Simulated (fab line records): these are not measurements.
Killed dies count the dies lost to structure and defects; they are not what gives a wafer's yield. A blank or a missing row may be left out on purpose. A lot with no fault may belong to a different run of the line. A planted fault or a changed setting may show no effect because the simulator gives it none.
The tool behind it: which one?    flow rit_cmos    Sampling: 13 lots, 39 wafers, 4 of 202 route steps

WHAT THE GAUGES SHOWED, per wafer
RIT_ACTIVE_CD_MEAS_90: target cd 1400 nm.
lot   measured     on         cd_nm (nm)
L601  day 1 15:11  cd_sem-01  1399.8 1397.5 1398.7
L602  day 1 20:40  cd_sem-02  1401.2 1400.2 1400.9
L603  day 2 01:10  cd_sem-02  1399.5 1397.7 1397.6
L606  day 2 16:29  cd_sem-02  1404.5 1404.9 1402.6
L607  day 2 21:02  cd_sem-02  1403.8 1400.2 1400.9
L608  day 3 02:11  cd_sem-02  1402.3 1400.0 1400.9
L611  day 3 17:10  cd_sem-01  1401.2 1399.5 1402.0
L617  day 4 23:01  cd_sem-01  1403.1 1401.1 1401.7
L618  day 5 04:01  cd_sem-02  1397.7 1400.0 1399.6
L620  day 5 14:51  cd_sem-02  1402.6 1401.6 1400.1
L621  day 5 19:02  cd_sem-02  1396.7 1400.1 1399.1
L622  day 6 00:01  cd_sem-02  1401.0 1398.7 1396.7
L624  day 6 10:02  cd_sem-01  1395.6 1397.5 1397.2

RIT_PLDD_TW_MEAS_10.
lot   measured     on             PLDD_TW
L601  day 2 20:47  film_metro-04  2355 2362 2363
L602  day 3 01:58  film_metro-04  2353 2350 2357
L603  day 3 06:11  film_metro-04  2354 2364 2350
L606  day 3 21:43  film_metro-01  2276 2284 2279
L607  day 4 02:07  film_metro-04  2347 2354 2361
L608  day 4 05:55  film_metro-01  2270 2281 2276
L611  day 4 21:25  film_metro-02  30 30 30
L617  day 6 02:35  film_metro-02  2373 2359 2388
L618  day 6 08:34  film_metro-01  2293 2291 2300
L620  day 6 19:01  film_metro-04  2368 2356 2359
L621  day 6 23:31  film_metro-01  2289 2294 2295
L622  day 7 04:58  film_metro-01  2278 2285 2282
L624  day 7 16:20  film_metro-04  2348 2348 2348

TOOL THAT RAN EACH LOT (tool first, then ch and the chambers of the sampled wafers, then the start)
lot   RIT_PWELL_STRIP_09                   RIT_NLDD_STRIP_09
L601  plasma_asher-01 ch 0,1, day 1 22:52  plasma_asher-01 ch 0,1, day 2 19:03
L602  plasma_asher-01 ch 0,1, day 2 05:25  plasma_asher-02 ch 0,1, day 3 00:12
L603  plasma_asher-03 ch 0,1, day 2 09:16  plasma_asher-02 ch 0,1, day 3 04:35
L606  plasma_asher-01 ch 0,1, day 3 00:25  plasma_asher-01 ch 0,1, day 3 20:07
L607  plasma_asher-01 ch 0,1, day 3 05:34  plasma_asher-01 ch 0,1, day 4 00:23
L608  plasma_asher-01 ch 0,1, day 3 09:46  plasma_asher-01 ch 0,1, day 4 04:14
L611  plasma_asher-02 ch 0,1, day 4 00:20  plasma_asher-02 ch 0,1, day 4 19:41
L617  plasma_asher-01 ch 1, day 5 06:27    plasma_asher-03 ch 0,1, day 6 00:46
L618  plasma_asher-02 ch 1, day 5 11:10    plasma_asher-03 ch 1, day 6 06:50
L620  plasma_asher-01 ch 0,1, day 5 22:20  plasma_asher-01 ch 0,1, day 6 17:26
L621  plasma_asher-01 ch 0,1, day 6 03:26  plasma_asher-02 ch 0,1, day 6 21:55
L622  plasma_asher-01 ch 0,1, day 6 07:58  plasma_asher-02 ch 0,1, day 7 03:14
L624  plasma_asher-02 ch 0, day 6 18:49    plasma_asher-01 ch 1, day 7 14:23
- RIT_PWELL_STRIP_09: strips in O2, time 180 s.
- RIT_NLDD_STRIP_09: strips in O2, time 180 s.

WHAT THE TOOLS THEMSELVES READ (means of the sampled wafers that have a number; where no wafer has one, the mark that the record gives instead)
RIT_PWELL_STRIP_09.
lot   tool             drypump_motor_current_A (A)  run_length_s (s)
L601  plasma_asher-01  5.6                          208.8
L602  plasma_asher-01  5.9                          208.3
L603  plasma_asher-03  5.5                          208.7
L606  plasma_asher-01  5.7                          208.6
L607  plasma_asher-01  5.9                          208.6
L608  plasma_asher-01  5.7                          208.6
L611  plasma_asher-02  5.7                          208.0
L617  plasma_asher-01  6.1                          207.9
L618  plasma_asher-02  4.9                          208.6
L620  plasma_asher-01  5.6                          208.7
L621  plasma_asher-01  5.6                          208.8
L622  plasma_asher-01  5.9                          208.5
L624  plasma_asher-02  6.1                          207.8

RIT_NLDD_STRIP_09.
lot   tool             drypump_motor_current_A (A)  run_length_s (s)
L601  plasma_asher-01  5.6                          208.5
L602  plasma_asher-02  5.3                          208.2
L603  plasma_asher-02  5.7                          208.4
L606  plasma_asher-01  5.9                          208.3
L607  plasma_asher-01  5.9                          208.4
L608  plasma_asher-01  5.6                          208.7
L611  plasma_asher-02  5.7                          72.3
L617  plasma_asher-03  5.5                          208.6
L618  plasma_asher-03  4.8                          208.6
L620  plasma_asher-01  5.6                          208.6
L621  plasma_asher-02  5.3                          208.1
L622  plasma_asher-02  5.7                          208.1
L624  plasma_asher-01  6.2                          208.3

THE ANSWER, worked out from the rows above alone
Rule: usual is defined by the lots themselves. The widest of any qualifying gaps counts: lots, ordered by their means at a reading, are off when they make up no more than a third of the lots, leave a main group of 4 or more, and stand apart from it by 3 or more times the standard deviation of that group's means. Not used: any main group whose means are identical at the precision the tables above print for the reading. Also off: a lot with no number at a reading for which 4 or more lots have one. Where the step has rows for the other lots, those lots are counted as sound. Order of review: gauges by route order, followed by the tools' own readings, for which a lot's mean as printed above is used. The first step at which some lot is off is used, and at that step the reading that is off furthest; a lot without a number counts as furthest.
Off: L611, at RIT_PLDD_TW_MEAS_10 (PLDD_TW). The main group has a mean of 2328 with a standard deviation of 37.
If a tool, at a process step before that reading, ran all the lots that are off and no sound lot after the first of them, it fits. Not tried: the gauges at RIT_PLDD_TW_MEAS_10; whatever is off there is also off at RIT_NLDD_STRIP_09, on other tools, and gauge error can't account for it. Of those tried, none fits.

WHAT WAS PUT IN BY THE SIMULATOR
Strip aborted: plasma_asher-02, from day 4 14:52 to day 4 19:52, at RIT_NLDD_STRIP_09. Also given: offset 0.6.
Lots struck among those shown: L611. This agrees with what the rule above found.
